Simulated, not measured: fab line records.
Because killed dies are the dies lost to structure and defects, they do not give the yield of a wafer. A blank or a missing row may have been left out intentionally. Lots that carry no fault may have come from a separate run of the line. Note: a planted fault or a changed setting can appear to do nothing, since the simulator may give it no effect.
Problem report in the 8D (eight disciplines) form, filled by code    flow berkeley-cmos170    the parts of the form that need people (team, actions taken, sign-off) are left out

## 1. PROBLEM STATEMENT
At UCB170_SILICIDE_SPUTTER_01, cathode-dc-power-W averages 1582.4 W over 2 wafers from 2 lots, while fault-free wafers read 1500.0 W, standard deviation 0.29. That is +99 or more standard deviations from the usual mean.
The step: material Ti, target thk 30 nm, time 25 s.
Earliest sighting: wafer L484.4 on pvd-sputter-03 at day 9 12:29. Wafers with a number at this step in the record: 42, from 14 lots. The rule behind "out" and "out of limits": a value lying over 4 standard deviations away from the usual mean. Any other wafer with a number is counted as sound.

## 2. WHAT IT IS, WHAT IT ISN'T
question                     is                  is not
which readings at this step  cathode-dc-power-W  throttle-valve-pct
which lots                   L484, L487          L479, L480, L482, L483, L493, L494, L496, L497, L499, L500, L501, L502
which wafers of those lots   L484.4, L487.3      L484.1, L484.6, L487.1, L487.5
read on which tools          pvd-sputter-03      pvd-sputter-01, pvd-sputter-04
when                         from day 9 12:29    up to then (14 sound wafers); but 26 sound wafers of L487, L493, L494, L496, L497, L499, L500, L501, L502 came after

## 3. WHAT RULES OUT EACH SUSPECT
Counting: any tool at a process step up to the reading remains a suspect provided it ran every lot that is out. Sound lots after the first of them don't rule it out here, since some wafers of a struck lot are sound.
- pvd-sputter-03 at UCB170_SILICIDE_SPUTTER_01 (material Ti, target thk 30 nm, time 25 s): kept. Ran every lot that is out, first one L484 (day 9 12:29); last sound lot up to then L482 (day 8 15:16). Out on those wafers are its own readings of cathode-dc-power-W.
After counting, what remains is pvd-sputter-03 at UCB170_SILICIDE_SPUTTER_01.

## 4. THE CAUSE (what the simulator had put in)
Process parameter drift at UCB170_SILICIDE_SPUTTER_01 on pvd-sputter-03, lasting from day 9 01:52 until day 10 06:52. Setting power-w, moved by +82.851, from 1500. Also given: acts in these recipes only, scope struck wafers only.
Only this tool survived the counting.

## 5. SEQUENCE OF EFFECTS, ordered by route
Rows list readings where the struck wafers' mean (over those with a number) sits beyond 3 standard deviations from the usual. Readings are gone through only where the record gives a usual standard deviation; hours: the median, over the lots, of the time from a lot's start at the first step in this table giving one to that lot's start at this step; sigmas: the change measured in usual standard deviations.
hours  step                        reading             usual        on struck wafers  change  sigmas
0      UCB170_SILICIDE_SPUTTER_01  cathode-dc-power-W  1500.0 W     1582.4            +82.4   +99 or more
0      UCB170_SILICIDE_RS_MEAS_02  SILICIDE_TI_RS      26.3 ohm/sq  25.1              -1.2    -3.0
Its process steps:
- UCB170_SILICIDE_SPUTTER_01: material Ti, target thk 30 nm, time 25 s.
At these later measuring or inspecting steps, every struck wafer for which the step has a row has a number for every such reading, and none has moved that far: UCB170_SILICIDE_THK_MEAS_03, UCB170_CONTACT_CD_MEAS_90.

## 6. HOW IT WOULD HAVE BEEN CAUGHT EARLIER
First out-of-limits reading in this record: day 9 12:29, which is 11 hours after fault onset at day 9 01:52.
